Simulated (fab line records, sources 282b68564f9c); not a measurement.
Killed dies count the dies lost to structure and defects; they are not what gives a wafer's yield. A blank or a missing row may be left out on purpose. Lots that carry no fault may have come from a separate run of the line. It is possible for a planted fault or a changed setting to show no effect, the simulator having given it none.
A struck lot beside a sound one    flow ritCmos    18 steps out of a route of 202
Sound: these wafers, L177.1, L177.2, L177.6. Struck: wafers L187.1, L187.4, L187.6. The cause is named last.
Each step with rows lists, per side, the tool, then ch with its chambers, then its first start. Under that, the readings that differ: sound wafers    struck wafers    difference of the means    sigmas: that difference in standard deviations of wafers without a fault.
alike: words and numbers the same on both sides, and readings whose means are apart by under 2 such deviations; not compared: readings that were withheld, readings missing a value for some wafer, numbers with overlapping values and no deviation given by the record, and bounds like >300 which may hide the same value.
The two part at a step that has a row with sigmas, a row that says differs or no value, or rows on one side only. Numbers that have no deviation but don't overlap get no sigmas and don't part them. A reading missing from all wafers of one side parts the sides only when that side holds two or more wafers.

first, 1 step without rows for these wafers: RIT_PWELL_DEVELOP_05 (develop time 68 s).
RIT_PWELL_OVL_MEAS_06:
  sound: overlay-01 at day 2 08:07; struck: overlay-01 at day 4 11:16
  alike: PWELL_OVL
then, 2 steps without rows for these wafers: RIT_PWELL_HARDBAKE_07 (time 120 s); RIT_PWELL_IMPLANT_08.
RIT_PWELL_STRIP_09: strips in O2, time 180 s.
  sound on plasmaAsher-02 ch 0,1, day 2 08:34; struck on plasmaAsher-04 ch 0,1, day 4 11:42
  alike: drypumpMotorCurrentA
  not compared: rfHoursCounterH
RIT_PWELL_TW_MEAS_10:
  sound: filmMetro-04 at day 2 08:44; struck: filmMetro-04 at day 4 11:53
  alike: PWELL_TW
then, 1 step without rows for these wafers: RIT_WELLDRIVE_ANNEAL_00 (time 14700 s).
RIT_WELLDRIVE_RS_MEAS_01: measures by four-point-probe.
  sound: filmMetro-02 at day 2 13:53; struck: filmMetro-04 at day 4 17:01
reading            sound              struck             difference  sigmas
NWELL_RS (ohm/sq)  274.7 274.4 275.0  275.7 276.9 277.1  +1.9        +2
RIT_WELLDRIVE_RS_MEAS_02: measures by four-point-probe.
  sound: filmMetro-02 at day 2 14:00; struck: filmMetro-04 at day 4 17:08
  alike: PWELL_RS
then, 3 steps without rows for these wafers: RIT_NRETRO_HMDS_00 (prime time 60 s); RIT_NRETRO_COAT_01 (resist thk 1300 nm); RIT_NRETRO_SOFTBAKE_02 (time 60 s).
RIT_NRETRO_EXPOSE_03: exposes mask M4, target cd 43900 nm.
  sound on ilineStepper-01 ch 0, day 2 14:34; struck on ilineStepper-02 ch 0, day 4 17:50
reading                       sound                    struck                difference  sigmas
model.NRETRO.overlayXNm (nm)  -0.6309 -0.6309 -0.6309  -300.5 -300.5 -300.5  -299.9      
  alike: mask, exposureDoseMJCm2
then, 2 steps without rows for these wafers: RIT_NRETRO_PEB_04; RIT_NRETRO_DEVELOP_05 (develop time 68 s).
RIT_NRETRO_OVL_MEAS_06:
  sound: overlay-02 at day 2 15:02; struck: overlay-02 at day 4 18:16
reading          sound          struck                difference  sigmas
NRETRO_OVL (nm)  -1.2 0.9 -0.5  -300.3 -301.2 -299.2  -300.0      -99 or more
then, 1 step without rows for these wafers: RIT_NRETRO_HARDBAKE_07 (time 120 s).
RIT_M1_PROBE_99:
  sound: prober-01 at day 3 20:55; struck: prober-02 at day 5 21:26
reading                                sound                 struck                difference  sigmas
model.etest.wellEdgeRight.lineOhmUm    183.1 182.2 182.2     183.2 184.7 190.6     +3.7        
model.etest.retroEdgeNmos.offLog10AUm  -10.25 -10.21 -10.12  -7.511 -7.256 -7.377  +2.812      
model.etest.retroEdgePmos.offLog10AUm  -10.36 -10.26 -10.38  -7.334 -7.398 -7.768  +2.833      
  alike: killedAtFrontEnd, killedDies, killedOpen, killedShort

## WHERE THEY PART
Earliest at RIT_WELLDRIVE_RS_MEAS_01; latest, in this record, at RIT_NRETRO_OVL_MEAS_06. Later steps at which nothing parts them and some readings are alike: RIT_M1_PROBE_99.

WHY: what the simulator had put in
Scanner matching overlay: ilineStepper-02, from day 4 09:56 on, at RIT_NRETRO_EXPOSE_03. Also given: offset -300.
